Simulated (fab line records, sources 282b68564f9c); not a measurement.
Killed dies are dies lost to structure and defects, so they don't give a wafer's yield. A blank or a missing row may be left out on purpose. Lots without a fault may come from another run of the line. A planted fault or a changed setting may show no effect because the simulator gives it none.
Chamber matching | flow rit_cmos | RIT_SDANNEAL_CLEAN_00 on wet_bench-04: 3 sister chambers
The step cleans in SC1, time 600 s. 16 wafers are shown with their chamber, then 8 later ones without.

WAFERS WITH THEIR CHAMBER
wafer  | chamber | bath_guard_temp_C (C) | run_length_s (s) | temp_c (C)
L993.3 | 1       | 74.4                  | 624.9            | 74.85
L993.4 | 1       | 74.7                  | 624.9            | 74.83
L993.5 | 1       | 74.9                  | 624.9            | 75.05
L102.4 | 0       | 74.4                  | 625.7            | 74.84
L102.5 | 0       | 74.7                  | 625.7            | 75.00
L102.6 | 0       | 74.8                  | 625.7            | 74.76
L103.2 | 0       | 74.6                  | 624.8            | 75.05
L103.3 | 0       | 74.8                  | 624.8            | 74.73
L103.4 | 0       | 74.6                  | 624.8            | 74.81
L106.1 | 1       | 75.1                  | 625.8            | 75.09
L106.4 | 1       | 75.0                  | 625.8            | 74.78
L106.5 | 1       | 74.6                  | 625.8            | 75.15
L109.1 | 2       | 76.0                  | 628.6            | 74.82
L109.3 | 2       | 76.1                  | 628.6            | 75.10
L109.5 | 2       | 76.4                  | 628.6            | 74.91
L111.1 | 2       | 76.5                  | 627.6            | 75.14

SIGNATURES (means of the wafers above)
reading           | chamber 0 | chamber 1 | chamber 2 | scatter within a chamber
bath_guard_temp_C | 74.650    | 74.783    | 76.250    | 0.221
run_length_s      | 625.250   | 625.350   | 628.350   | 0.495
temp_c            | 74.8650   | 74.9583   | 74.9925   | 0.146
Rule: a wafer's distance from a chamber is the root of the sum, over the readings, of the square of ((its reading less the chamber's mean) divided by the reading's scatter). The wafer belongs to the nearest chamber; if the next one is less than 2 further off, it can't be placed. The scatter: the root of (the sum of the squares of (reading less its chamber's mean) over the shown wafers, divided by (wafers less chambers)).

WAFERS WITHOUT THEIR CHAMBER
wafer  | bath_guard_temp_C (C) | run_length_s (s) | temp_c (C)
L111.2 | 76.5                  | 627.6            | 75.08
L111.6 | 76.7                  | 627.6            | 74.88
L113.2 | 76.3                  | 626.7            | 75.08
L113.3 | 76.5                  | 626.7            | 74.92
L113.5 | 76.0                  | 626.7            | 74.98
L114.1 | 74.6                  | 626.7            | 74.93
L114.2 | 74.6                  | 626.7            | 74.92
L114.4 | 74.6                  | 626.7            | 75.04

WHICH CHAMBER EACH WENT THROUGH
wafer  | from the rows above     | in truth
L111.2 | 2                       | 2
L111.6 | 2                       | 2
L113.2 | 2                       | 2
L113.3 | 2                       | 2
L113.5 | 2                       | 2
L114.1 | can't be placed: 1 or 0 | 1
L114.2 | can't be placed: 1 or 0 | 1
L114.4 | can't be placed: 1 or 0 | 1
Placed correctly: 5 of 8. Can't be placed from these rows: 3 (the true chamber is among the candidates in 3). Placed wrongly: 0.
